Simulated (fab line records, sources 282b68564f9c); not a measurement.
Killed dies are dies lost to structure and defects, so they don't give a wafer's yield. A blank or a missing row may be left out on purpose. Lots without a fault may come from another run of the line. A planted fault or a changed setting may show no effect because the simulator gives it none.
Problem report in the 8D (eight disciplines) form, filled by code | flow rit_cmos | the parts of the form that need people (team, actions taken, sign-off) are left out

1. THE PROBLEM
tilt_deg at RIT_PRETRO_IMPLANT_08 reads a mean of 6.087 degrees on 6 wafers of 2 lots; wafers without a fault read 6.995 degrees with a standard deviation of 0.022. That is -41 standard deviations from the usual mean.
First seen on wafer L587.2, day 6 05:55, on implanter-03. The record holds 42 wafers of 14 lots with a number at this step. Rule for "out", or "out of limits": more than 4 standard deviations from the usual mean. The other wafers with a number count as sound.

2. WHAT IT IS AND WHAT IT IS NOT
question                    | is                     | is not
which readings at this step | tilt_deg               | -
which lots                  | L587, L588             | L568, L569, L573, L574, L578, L579, L580, L581, L582, L589, L590, L591
which wafers of those lots  | all that have a number | -
read on which tools         | implanter-03           | implanter-01, implanter-02
when                        | from day 6 05:55       | up to then (27 sound wafers); but 9 sound wafers of L589, L590, L591 came after

3. SUSPECTS, AND WHAT RULES EACH OUT
Counting: a tool at a process step up to the reading stays a suspect if it ran every lot that is out and no sound lot after the first of them.
- implanter-03 at RIT_PRETRO_IMPLANT_08: kept. It ran every lot that is out, first L587 (day 6 05:55), and no sound lot after that; its last sound lot up to then is L582 (day 5 05:29). Its own readings are out on those wafers: tilt_deg.
Left after counting: implanter-03 at RIT_PRETRO_IMPLANT_08.

4. THE CAUSE (what the simulator had put in)
Process parameter drift: implanter-03, from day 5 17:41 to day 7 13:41, at RIT_PRETRO_IMPLANT_08. Setting tilt_deg, moved by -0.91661, from 7. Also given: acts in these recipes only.
Counting left only this tool.

5. THE CHAIN OF EFFECTS, in route order
Each row: a reading whose mean over the struck wafers that have a number lies more than 3 standard deviations from the usual. Only readings for which the record gives a usual standard deviation are gone through. hours: the time from each lot's start at the first step in this table that gives one to its start at this step, as a median over the lots. sigmas: the change in usual standard deviations.
hours | step                  | reading  | usual         | on struck wafers | change | sigmas
0     | RIT_PRETRO_IMPLANT_08 | tilt_deg | 6.995 degrees | 6.087            | -0.908 | -41
The process steps in it:
- RIT_PRETRO_IMPLANT_08

6. WHAT WOULD HAVE CAUGHT IT SOONER
In this record the first reading out of limits was taken at day 6 05:55, 12 hours after the fault began at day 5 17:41.
